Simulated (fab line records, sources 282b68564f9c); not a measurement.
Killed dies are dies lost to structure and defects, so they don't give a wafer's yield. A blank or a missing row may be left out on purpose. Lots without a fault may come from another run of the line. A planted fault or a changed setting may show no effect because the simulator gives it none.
fab line records | flow rit_cmos
record lots=10 wafers=30 last_day=6
route steps=202 shown NWELL@31 PWELL@45 PRETRO@73 M1@202
lots that met no fault: from a run of the same line without faults
start_h: hours from the record's first day to the start of the lot's first wafer shown | wait_h: hours since the lot's step before | " the same as in the row above | L1.1+2: a row that stands for several wafers | - no value, or no start given | * or withheld: withheld | < > ~ a bound
route shown NAME@n: a module of which the file shows steps, and the number in the route of the first | usual: mean/standard deviation of fault-free wafers | same: alike in all rows | chamber/n: place in a boat | sites: the reading at each site | _std_site: their standard deviation | _edge_site: outer sites' mean less inner sites' | radius_mm: how far each site lies from the wafer's centre | mask NAME#n: copy n | behind: the tool/chamber that last shaped the wafer | hold: why the lot was held/for how many hours/how that ended | device: the transistor (n, p or np) that didn't switch | end of line: the same wafers' tests at the end of the route | a step without rows: its recipe alone | killed: dies lost to structure and defects at the first sort, not the wafer's yield | map: a wafer's dies, x killed, . not, _ none there
set.NAME: the setting as run; set.NAME@STEP: as run at that earlier step | model.NAME: the simulator's own value behind a step, which no gauge read
steps of the route over a sample of lots; a table a step, a row a wafer
services: from which hour (start_h, from the record's first day; less than 0 if before it) a tool's chamber was out of use, for how many hours, and why
## steps
# step RIT_NWELL_EXPOSE_03
# recipe mask_id=M2 na=0.57 target_cd_nm=43900 dose_mj=250
# columns lot.wafer tool chamber start_h wait_h mask
L881.1+4+6 iline_stepper-02 0 21.95 0.1 M2#0
L882.1+2+4 iline_stepper-01 0 27.00 0.2 M2#0
L883.1+2+5 iline_stepper-02 0 33.95 0.2 M2#0
L884.2+4+6 iline_stepper-01 0 36.98 0.2 M2#0
L885.1+2+6 iline_stepper-02 0 42.25 0.2 M2#0
L888.2+3+5 iline_stepper-02 0 56.07 0.3 M2#0
L889.2+4+6 iline_stepper-02 0 62.87 0.1 M2#0
L894.1+2+4 iline_stepper-01 0 86.74 0.1 M2#0
L897.1+2+5 iline_stepper-01 0 101.92 0.2 M2#0
L899.1+4+5 iline_stepper-01 0 112.53 0.2 M2#0
# step RIT_NWELL_OVL_MEAS_06
# usual NWELL_OVL=-0.9/1.3
# columns lot.wafer tool chamber start_h wait_h NWELL_OVL[nm]
L881.1 overlay-01 - 22.38 - -1.5
L881.4 " - " " -1.6
L881.6 " - " " -1.1
L882.1 overlay-02 - 27.43 - -1.6
L882.2 " - " " -1.9
L882.4 " - " " 0.5
L883.1 overlay-02 - 34.38 - 0.0
L883.2 " - " " 1.4
L883.5 " - " " 0.0
L884.2 overlay-02 - 37.40 - -2.1
L884.4 " - " " -1.6
L884.6 " - " " -2.3
L885.1 overlay-01 - 42.68 - -0.7
L885.2 " - " " -0.1
L885.6 " - " " -1.1
L888.2 overlay-02 - 56.49 - -153.2
L888.3 " - " " -153.3
L888.5 " - " " -152.7
L889.2 overlay-02 - 63.29 - -151.6
L889.4 " - " " -150.6
L889.6 " - " " -151.8
L894.1 overlay-01 - 87.17 - -0.9
L894.2 " - " " 0.5
L894.4 " - " " -0.9
L897.1 overlay-01 - 102.35 - 0.0
L897.2 " - " " -1.0
L897.5 " - " " -1.2
L899.1 overlay-01 - 113.00 - -2.2
L899.4 " - " " -1.4
L899.5 " - " " -2.3
# step RIT_PWELL_OVL_MEAS_06
# usual PWELL_OVL=-1.1/1.5
# columns lot.wafer tool chamber start_h wait_h PWELL_OVL[nm]
L881.1 overlay-02 - 23.99 - -0.2
L881.4 " - " " -1.7
L881.6 " - " " -0.9
L882.1 overlay-02 - 29.11 - 1.0
L882.2 " - " " -0.4
L882.4 " - " " -0.7
L883.1 overlay-01 - 35.93 - -0.3
L883.2 " - " " 0.4
L883.5 " - " " 1.6
L884.2 overlay-02 - 39.05 - -0.8
L884.4 " - " " -0.7
L884.6 " - " " -1.7
L885.1 overlay-01 - 44.35 - -2.4
L885.2 " - " " 1.0
L885.6 " - " " -2.9
L888.2 overlay-02 - 58.17 - -2.0
L888.3 " - " " -1.3
L888.5 " - " " -3.1
L889.2 overlay-01 - 64.97 - -0.1
L889.4 " - " " -0.7
L889.6 " - " " -1.6
L894.1 overlay-02 - 88.85 - 0.5
L894.2 " - " " 1.2
L894.4 " - " " 1.0
L897.1 overlay-01 - 104.03 - -2.8
L897.2 " - " " -1.1
L897.5 " - " " -3.4
L899.1 overlay-01 - 114.67 - -2.4
L899.4 " - " " -0.5
L899.5 " - " " -2.2
# step RIT_PWELL_STRIP_09
# recipe chemistry=O2 time_s=180 resist=NOVOLAK platen_temp_c=withheld power_w=500 pressure_mtorr=4000 o2_flow_sccm=4000
# usual drypump_motor_current_A=5.5/0.37
# columns lot.wafer tool chamber start_h wait_h drypump_motor_current_A rf_hours_counter_h
L881.1 plasma_asher-01 0 24.43 0.1 5.7 36
L881.4 " 1 " " 5.1 -
L881.6 " 1 " " 5.1 -
L882.1 plasma_asher-01 0 29.54 0.1 5.7 37
L882.2 " 1 " " 5.1 37
L882.4 " 1 " " 5.1 -
L883.1 plasma_asher-01 1 36.37 0.1 5.1 38
L883.2 " 0 " " 5.7 38
L883.5 " 0 " " 5.7 -
L884.2 plasma_asher-01 1 39.48 0.1 5.1 38
L884.4 " 1 " " 5.1 -
L884.6 " 1 " " 5.1 -
L885.1 plasma_asher-04 0 44.79 0.1 6.0 41
L885.2 " 1 " " 5.3 41
L885.6 " 0 " " 6.0 -
L888.2 plasma_asher-04 1 58.60 0.1 5.3 43
L888.3 " 1 " " 5.3 -
L888.5 " 1 " " 5.3 -
L889.2 plasma_asher-01 1 65.40 0.1 5.1 42
L889.4 " 0 " " 5.7 -
L889.6 " 1 " " 5.1 -
L894.1 plasma_asher-01 1 89.28 0.1 5.0 44
L894.2 " 0 " " 5.7 44
L894.4 " 0 " " 5.7 -
L897.1 plasma_asher-01 0 104.46 0.1 5.7 46
L897.2 " 1 " " 5.1 46
L897.5 " 0 " " 5.7 -
L899.1 plasma_asher-01 0 115.11 0.1 5.7 47
L899.4 " 1 " " 5.1 -
L899.5 " 1 " " 5.1 -
# step RIT_PRETRO_STRIP_09
# recipe chemistry=O2 time_s=180 resist=NOVOLAK platen_temp_c=withheld power_w=500 pressure_mtorr=4000 o2_flow_sccm=4000
# usual drypump_motor_current_A=5.8/0.41
# columns lot.wafer tool chamber start_h wait_h drypump_motor_current_A rf_hours_counter_h
L881.1 plasma_asher-01 1 33.73 0.1 5.1 37
L881.4 " 1 " " 5.1 -
L881.6 " 1 " " 5.1 -
L882.1 plasma_asher-02 1 38.82 0.1 6.1 39
L882.2 " 0 " " 6.0 39
L882.4 " 1 " " 6.1 -
L883.1 plasma_asher-02 0 46.02 0.1 6.1 40
L883.2 " 1 " " 6.1 40
L883.5 " 1 " " 6.1 -
L884.2 plasma_asher-02 1 50.47 0.1 6.1 40
L884.4 " 0 " " 6.1 -
L884.6 " 1 " " 6.1 -
L885.1 plasma_asher-02 1 53.45 0.1 6.1 41
L885.2 " 0 " " 6.0 41
L885.6 " 1 " " 6.1 -
L888.2 plasma_asher-01 1 67.23 0.1 5.1 42
L888.3 " 1 " " 5.1 -
L888.5 " 0 " " 5.7 -
L889.2 plasma_asher-02 0 74.40 0.1 6.1 44
L889.4 " 1 " " 6.1 -
L889.6 " 1 " " 6.1 -
L894.1 plasma_asher-01 1 97.71 0.1 5.1 45
L894.2 " 0 " " 5.7 45
L894.4 " 0 " " 5.7 -
L897.1 plasma_asher-02 0 112.89 0.1 6.1 48
L897.2 " 1 " " 6.1 48
L897.5 " 0 " " 6.0 -
L899.1 plasma_asher-02 1 123.67 0.1 6.1 50
L899.4 " 1 " " 6.1 -
L899.5 " 1 " " 6.1 -
# step RIT_M1_PROBE_99
# usual defect_limited_yield=97.4/1.1 killed_at_contacts=0.1/0.27 killed_at_front_end=6.7/2.9 killed_dies=6.7/2.9 killed_open=3.4/1.8 killed_short=3.3/2.2 sort_bin_3_pad_short=0.1/0.24 sort_bin_5_function=1.5/0.78 sort_bin_6_memory=0.9/0.63 sort_n_pass=257.3/2.9 sort_yield_pct=97.4/1.1
# same gross_dies=264 killed_at_M0_to_M3=0 killed_at_M4_up=0 killed_at_back_side=0 killed_at_other=0
# columns lot.wafer tool chamber start_h wait_h defect_limited_yield[%] killed_at_contacts killed_at_front_end killed_dies killed_open killed_short sort_bin_3_pad_short[%] sort_bin_5_function[%] sort_bin_6_memory[%] sort_n_pass sort_yield_pct[%]
L894.1 prober-02 - 125.05 0.1 97.7 0 6 6 5 1 0 1.1 1.1 258.0 97.7
L894.2 prober-02 - 125.10 0.1 97.3 1 6 7 1 6 0.4 1.9 0.4 257.0 97.3
L894.4 prober-02 - 125.20 0.2 96.6 0 9 9 6 3 0.4 2.3 0.8 255.0 96.6
# killed by level:class
L894.1 FOX2:geometric_particle:open=2 GATE:geometric_particle:open=2 FOX1:geometric_particle:short=1 REOX:geometric_particle:open=1
L894.2 FOX2:geometric_particle:short=2 GATE:geometric_particle:short=2 FOX1:geometric_particle:open=1 SILICIDE:geometric_particle:short=1 CONTACT:geometric_particle:short=1
L894.4 GATE:geometric_particle:open=3 SILICIDE:geometric_particle:open=2 FOX1:geometric_particle:open=1 FOX1:geometric_particle:short=1 FOX2:geometric_particle:short=1 GATE:geometric_particle:short=1
## services
# columns tool chamber start_h hours kind
plasma_asher-01 - -1.72 14.6 pm
iline_stepper-02 - 7.10 2.1 pm
iline_stepper-02 - 9.19 - consumable_replace:lamp
plasma_asher-04 - 108.75 9.0 pm
plasma_asher-04 0 108.75 9.0 vent_cycle
plasma_asher-04 1 108.75 9.0 vent_cycle
plasma_asher-04 0 117.75 - clean
plasma_asher-04 1 117.75 - clean
## key
first_sign step=RIT_NWELL_OVL_MEAS_06 reading=NWELL_OVL direction=down sigmas=99+ usual=-0.9 struck=-152.2
effect none on later readings
met_at RIT_NWELL_EXPOSE_03
struck_lots L888,L889
rows_end L888.2,L888.3,L888.5,L889.2,L889.4,L889.6
not_acting_at RIT_PWELL_OVL_MEAS_06,RIT_PWELL_STRIP_09,RIT_PRETRO_STRIP_09
onset_between 42.25 56.07
fault kind=scanner_matching_overlay tool=iline_stepper-02 chamber=- onset_h=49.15 steps=RIT_NWELL_EXPOSE_03 offset=-150
# rows_end: these wafers met a further fault down the route, and their rows from its step on are left out
